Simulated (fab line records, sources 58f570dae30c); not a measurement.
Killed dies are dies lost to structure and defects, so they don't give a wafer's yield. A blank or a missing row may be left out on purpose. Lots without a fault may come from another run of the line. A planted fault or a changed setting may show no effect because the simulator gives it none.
Split-lot experiment | flow berkeley_cmos170 | 5 lots, 23 wafers read, on a route of 331 steps

THE SPLIT
At UCB170_M3_PEB_13, the setting peb_temp_c was moved away from the recipe's 130 C on 11 of the 23 wafers read, by +1.0% to +2.3%. The other wafers ran this setting at the recipe's value.

FROM THE SPLIT TO THE READING: what the file shows between them, 5 steps
- UCB170_M3_DEVELOP_14: develop time 45 s
- UCB170_M3_CD_MEAS_15: target cd 700 nm
- UCB170_M3_ETCH_17: etches BARC in N2/H2
- UCB170_M3_METAL_ETCH_18: etches Al in Cl2/BCl3, stops on SiO2, target depth 1170 nm, time 195 s (also split here: icp_w)
- UCB170_M3_STRIP_19: strips in O2

THE READING
cd_nm, in nm, at UCB170_M3_CD_MEAS_90 (target cd 700 nm). Fault-free wafers of this fab line usually give 698.1 nm, standard deviation 2.8 nm.

wafer  | tool, chamber at the split | peb_temp_c as run, C | against the recipe | cd_nm, nm | against lot-mates on the recipe
L075.1 | litho_track-02, 0          | 130                  | recipe             | 705.9     | -
L075.2 | litho_track-02, 0          | 131.6                | +1.2%              | 694.8     | -9.0
L075.3 | litho_track-02, 0          | 130                  | recipe             | 700.5     | -
L075.5 | litho_track-02, 0          | 130                  | recipe             | 705.0     | -
L075.6 | litho_track-02, 0          | 131.6                | +1.2%              | 696.3     | -7.5
L076.1 | litho_track-04, 0          | 130                  | recipe             | 697.0     | -
L076.3 | litho_track-04, 0          | 130                  | recipe             | 697.9     | -
L076.6 | litho_track-04, 0          | 130                  | recipe             | 695.5     | -
L077.1 | litho_track-03, 0          | 132.3                | +1.8%              | 680.9     | -17.4
L077.2 | litho_track-03, 0          | 132.3                | +1.8%              | 688.0     | -10.2
L077.3 | litho_track-03, 0          | 130                  | recipe             | 694.9     | -
L077.4 | litho_track-03, 0          | 132.3                | +1.8%              | 679.1     | -19.1
L077.6 | litho_track-03, 0          | 130                  | recipe             | 701.6     | -
L080.1 | litho_track-03, 0          | 130                  | recipe             | 692.6     | -
L080.2 | litho_track-03, 0          | 133                  | +2.3%              | 675.7     | -19.0
L080.3 | litho_track-03, 0          | 133                  | +2.3%              | 675.6     | -19.1
L080.4 | litho_track-03, 0          | 133                  | +2.3%              | 674.6     | -20.1
L080.5 | litho_track-03, 0          | 130                  | recipe             | 696.9     | -
L084.2 | litho_track-02, 0          | 131.3                | +1.0%              | 687.7     | -9.8
L084.3 | litho_track-02, 0          | 130                  | recipe             | 696.6     | -
L084.4 | litho_track-02, 0          | 130                  | recipe             | 698.3     | -
L084.5 | litho_track-02, 0          | 131.3                | +1.0%              | 689.1     | -8.4
L084.6 | litho_track-02, 0          | 131.3                | +1.0%              | 688.9     | -8.6

THE FIT
A straight line over all 23 wafers: cd_nm changes by -9.26 nm for each +1% of peb_temp_c; r = -0.90; the points scatter about the line by 4.2 nm.
The same after taking each lot's own level away (the mean of its wafers on the recipe; 23 wafers): -8.45 nm for each +1%; r = -0.96; scatter 2.3 nm.
On that fit, the largest move of peb_temp_c shifts the reading by 19 nm.
The lots' own levels span 694.75 to 703.80 nm, that is 3.2 times the standard deviation above.
So the lot-to-lot level changes the slope little: the two slopes agree.
Check: with one of the wafers moved furthest among these (+2.3%) left out of the fit, the line predicts -19.5 nm for it against its lot-mates. It came out at -19 nm against them.

OTHER SPLITS ON THESE WAFERS
These wafers also went through other splits before the reading. Each is held against what the fit with the lots' levels taken away leaves over:
other split on the same wafers  | wafers away from the commonest value | r with cd_nm (lot level and that fit taken away)
UCB170_M2_COAT_05 resist_thk_nm | 10                                   | -0.01
UCB170_M3_METAL_ETCH_18 icp_w   | 7                                    | -0.58

THE WHOLE CHAIN: every reading that the file lists as answering this split, in the file's order
step                    | what it does                                                           | reading                                                   | change (the file's fit)              | r (the file's)
UCB170_M3_CD_MEAS_15    | target cd 700 nm                                                       | cd_nm                                                     | -7.49 nm for each +1% of the setting | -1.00
UCB170_M3_ETCH_17       | etches BARC in N2/H2                                                   | M3.cd_nm (the simulator's own value, which no gauge read) | -7.65 nm for each +1% of the setting | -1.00
UCB170_M3_METAL_ETCH_18 | etches Al in Cl2/BCl3, stops on SiO2, target depth 1170 nm, time 195 s | M3.cd_nm (the simulator's own value, which no gauge read) | -8.33 nm for each +1% of the setting | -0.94
UCB170_M3_CD_MEAS_90    | target cd 700 nm                                                       | cd_nm                                                     | -8.33 nm for each +1% of the setting | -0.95

THE FILE'S OWN FIT
cd_nm changes by -8.33 nm for each +1% of peb_temp_c, r = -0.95.
